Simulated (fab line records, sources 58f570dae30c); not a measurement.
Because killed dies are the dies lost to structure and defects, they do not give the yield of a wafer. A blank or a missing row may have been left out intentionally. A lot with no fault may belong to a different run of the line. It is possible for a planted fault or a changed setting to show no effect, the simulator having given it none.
Which tool did it? | flow berkeley cmos170 | Sampling: 7 lots, 21 wafers, 2 of 331 route steps

## WHAT THE GAUGES SHOWED, per wafer
UCB170_FIELD_THK_MEAS_02.
lot  | measured    | on            | FIELD_OXIDE_THK (nm)
L806 | day 5 08:59 | film metro-01 | 565 569 569
L808 | day 6 00:19 | film metro-02 | 568 564 562
L811 | day 6 11:35 | film metro-01 | 549 556 539
L813 | day 7 13:31 | film metro-04 | 553 565 553
L819 | day 7 17:46 | film metro-01 | 569 582 563
L823 | day 8 12:40 | film metro-04 | 506 503 505
L826 | day 9 10:23 | film metro-04 | 565 557 563

## EACH LOT AND THE TOOL THAT RAN IT (in order: tool; ch and the chambers of the sampled wafers; start)
lot  | UCB170_FIELD_OXIDATION_01
L806 | furnace-02 ch 0, day 5 05:59
L808 | furnace-02 ch 0, day 5 21:19
L811 | furnace-01 ch 0, day 6 08:35
L813 | furnace-04 ch 0, day 7 10:31
L819 | furnace-01 ch 0, day 7 14:40
L823 | furnace-01 ch 0, day 8 09:40
L826 | furnace-02 ch 0, day 9 07:23
- UCB170_FIELD_OXIDATION_01: target thk 558.3 nm, ox time 7200 s.

## THE ANSWER, worked out from the rows above alone
Rule: the usual values come from the lots themselves. Put in order of their means at a reading, lots are off if they are a third of the lots or fewer, leave a main group of 4 or more, and stand apart from it by a gap of 3 or more times the standard deviation of the main group's means; of several such gaps the widest counts. Not used: any main group whose means are identical at the precision the tables above print for the reading. Also off: a lot with no number at a reading for which 4 or more lots have one. Where the step has rows for the other lots, those lots are counted as sound.
Off: at UCB170_FIELD_THK_MEAS_02 (FIELD_OXIDE_THK), L823. For the main group the mean is 562 nm and the standard deviation 7.6.
If a tool, at a process step before that reading, ran all the lots that are off and no sound lot after the first of them, it fits. Those tools and the gauges at UCB170_FIELD_THK_MEAS_02 are tried in the same way. One candidate fits, namely furnace-01 at UCB170_FIELD_OXIDATION_01. Its last sound lot is L819 (day 7 14:40), its first lot that is off L823 (day 8 09:40): a fault that began between those two fits.

## WHAT WAS PUT IN BY THE SIMULATOR
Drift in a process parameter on furnace-01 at UCB170_FIELD_OXIDATION_01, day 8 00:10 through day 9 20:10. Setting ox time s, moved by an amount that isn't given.
Shown lots that were struck: L823. This agrees with what the rule above found.
